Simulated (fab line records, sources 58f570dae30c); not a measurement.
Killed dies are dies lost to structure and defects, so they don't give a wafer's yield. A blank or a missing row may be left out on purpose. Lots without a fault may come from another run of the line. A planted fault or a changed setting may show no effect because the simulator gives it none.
Which tool did it? | flow berkeley_cmos170 | 13 lots, 39 wafers sampled, at 6 steps of a route of 331

WHAT THE GAUGES READ, wafer by wafer
UCB170_NWELL_OVL_MEAS_12.
lot  | measured    | on         | NWELL_OVL (nm)
L343 | day 2 03:07 | overlay-02 | 7 -2 4
L344 | day 2 11:40 | overlay-01 | 2 0 -3
L345 | day 2 22:11 | overlay-01 | 7 6 4
L346 | day 3 00:46 | overlay-02 | 8 13 4
L350 | day 3 16:14 | overlay-02 | 0 -1 5
L359 | day 5 12:41 | overlay-02 | 1 4 3
L360 | day 5 17:11 | overlay-02 | 0 -7 -3
L361 | day 5 23:54 | overlay-01 | -1 1 12
L362 | day 6 03:59 | overlay-02 | 3 6 0
L364 | day 6 12:17 | overlay-01 | 1 0 2
L363 | day 6 12:33 | overlay-01 | 6 7 4
L365 | day 6 20:41 | overlay-02 | 8 7 4
L366 | day 7 02:40 | overlay-01 | 6 -2 3

UCB170_PWELL_OVL_MEAS_13.
lot  | measured    | on         | PWELL_OVL (nm)
L343 | day 2 20:36 | overlay-01 | -12 -3 0
L344 | day 3 07:31 | overlay-01 | 4 6 8
L345 | day 3 16:38 | overlay-02 | -1 -3 -2
L346 | day 3 16:59 | overlay-01 | -2 -8 4
L350 | day 4 07:08 | overlay-02 | -7 -18 2
L359 | day 6 07:23 | overlay-02 | -3 -4 -5
L360 | day 6 07:08 | overlay-01 | 2 9 -9
L361 | day 6 13:52 | overlay-01 | -9 2 -2
L362 | day 6 21:27 | overlay-01 | -7 -1 -8
L364 | day 7 05:06 | overlay-01 | 14 11 11
L363 | day 7 05:20 | overlay-02 | -7 5 -4
L365 | day 7 14:39 | overlay-02 | -5 3 -3
L366 | day 7 21:16 | overlay-01 | -8 0 -2

UCB170_PFIELD_TW_MEAS_09.
lot  | measured    | on            | PFIELD_TW
L343 | day 3 23:17 | film_metro-04 | 601 598 596
L344 | day 4 08:14 | film_metro-02 | 607 608 608
L345 | day 4 22:14 | film_metro-02 | 609 608 609
L346 | day 4 21:59 | film_metro-04 | 595 597 600
L350 | day 5 13:10 | film_metro-04 | 594 595 596
L359 | day 7 16:04 | film_metro-03 | 604 600 599
L360 | day 7 16:17 | film_metro-04 | 591 591 590
L361 | day 8 01:11 | film_metro-03 | 603 603 603
L362 | day 8 01:26 | film_metro-03 | 606 603 602
L364 | day 8 12:22 | film_metro-03 | 603 603 601
L363 | day 8 12:41 | film_metro-02 | 608 616 612
L365 | day 8 21:49 | film_metro-04 | 598 597 597
L366 | day 9 09:31 | film_metro-03 | 604 600 601

UCB170_NVT_OVL_MEAS_06.
lot  | measured     | on         | NVT_OVL (nm)
L343 | day 5 00:50  | overlay-02 | -1 -11 0
L344 | day 5 10:42  | overlay-02 | -18 -9 -7
L345 | day 6 01:04  | overlay-01 | 0 2 0
L346 | day 5 23:59  | overlay-02 | -3 -3 -10
L350 | day 6 11:43  | overlay-02 | - - -
L359 | day 9 01:11  | overlay-02 | -6 1 -6
L360 | day 9 00:55  | overlay-02 | 9 8 9
L361 | day 9 06:50  | overlay-01 | -12 -6 -9
L362 | day 9 07:10  | overlay-02 | 3 -1 5
L364 | day 9 17:45  | overlay-02 | -7 -5 -2
L363 | day 9 17:28  | overlay-02 | 0 6 -7
L365 | day 10 03:29 | overlay-01 | -5 -9 -5
L366 | day 10 19:34 | overlay-02 | 12 8 2

UCB170_NVT_TW_MEAS_09.
lot  | measured     | on            | NVT_TW
L343 | day 5 01:07  | film_metro-03 | 519 518 521
L344 | day 5 10:59  | film_metro-04 | 515 517 514
L345 | day 6 01:21  | film_metro-02 | 523 526 526
L346 | day 6 00:17  | film_metro-03 | 520 520 520
L350 | day 6 12:01  | film_metro-04 | 30 30 30
L359 | day 9 01:29  | film_metro-02 | 527 526 526
L360 | day 9 01:11  | film_metro-03 | 523 518 522
L361 | day 9 07:08  | film_metro-03 | 520 518 518
L362 | day 9 07:27  | film_metro-02 | 529 525 528
L364 | day 9 18:02  | film_metro-02 | 527 529 526
L363 | day 9 17:46  | film_metro-02 | 529 529 526
L365 | day 10 03:46 | film_metro-03 | 520 519 521
L366 | day 10 19:52 | film_metro-02 | 531 530 526

WHICH TOOL RAN EACH LOT (tool, then ch and the chambers of the sampled wafers, then the start)
lot  | UCB170_NVT_EXPOSE_03
L343 | krf_scanner-02 ch 0, day 5 00:26
L344 | krf_scanner-01 ch 0, day 5 10:16
L345 | krf_scanner-01 ch 0, day 5 23:59
L346 | krf_scanner-01 ch 0, day 5 23:26
L350 | krf_scanner-01 ch 0, day 6 11:10
L359 | krf_scanner-01 ch 0, day 9 00:47
L360 | krf_scanner-02 ch 0, day 9 00:31
L361 | krf_scanner-01 ch 0, day 9 06:28
L362 | krf_scanner-02 ch 0, day 9 06:47
L364 | krf_scanner-01 ch 0, day 9 17:20
L363 | krf_scanner-02 ch 0, day 9 17:05
L365 | krf_scanner-01 ch 0, day 10 03:05
L366 | krf_scanner-02 ch 0, day 10 18:54
- UCB170_NVT_EXPOSE_03: exposes mask PWELL, target cd 3000 nm.

WHAT THE TOOLS THEMSELVES READ (means of the sampled wafers that have a number; where no wafer has one, the mark that the record gives instead)
UCB170_NVT_EXPOSE_03.
lot  | tool           | exposure_dose_mJ_cm2 | reticle_temp_C (C)
L343 | krf_scanner-02 | 30.044               | 23.05
L344 | krf_scanner-01 | 30.016               | 22.98
L345 | krf_scanner-01 | 29.950               | 22.96
L346 | krf_scanner-01 | 29.993               | 22.88
L350 | krf_scanner-01 | 29.967               | 22.88
L359 | krf_scanner-01 | 29.992               | 23.06
L360 | krf_scanner-02 | 29.985               | 22.98
L361 | krf_scanner-01 | 29.983               | 23.12
L362 | krf_scanner-02 | 30.013               | 23.01
L364 | krf_scanner-01 | 29.989               | 23.08
L363 | krf_scanner-02 | 30.006               | 22.93
L365 | krf_scanner-01 | 29.985               | 23.06
L366 | krf_scanner-02 | 30.018               | 22.95

THE ANSWER, worked out from the rows above alone
Rule: what is usual is taken from the lots themselves. Put in order of their means at a reading, lots are off if they are a third of the lots or fewer, leave a main group of 4 or more, and stand apart from it by a gap of 3 or more times the standard deviation of the main group's means; of several such gaps the widest counts. A main group whose means are all the same, to the digits that the tables above print for the reading, isn't used. A lot without any number at a reading at which 4 lots or more have one is off too. The other lots that the step has rows for count as sound. The gauges are gone through in route order, then the tools' own readings, and for those a lot's mean is taken as printed above. The first step at which some lot is off is used, and at that step the reading that is off furthest; a lot without a number counts as furthest.
Off: L350, at UCB170_NVT_OVL_MEAS_06 (NVT_OVL). Without a number there: L350. The main group: mean -2 nm, standard deviation 5.8.
A tool fits if, at a process step before that reading, it ran every lot that is off, and no sound lot after the first of them. The gauges at UCB170_NVT_OVL_MEAS_06 aren't tried: what is off there is off at UCB170_NVT_TW_MEAS_09 too, on other tools, and a gauge's error can't cause that. None of those tried fits.

WHAT THE SIMULATOR HAD PUT IN
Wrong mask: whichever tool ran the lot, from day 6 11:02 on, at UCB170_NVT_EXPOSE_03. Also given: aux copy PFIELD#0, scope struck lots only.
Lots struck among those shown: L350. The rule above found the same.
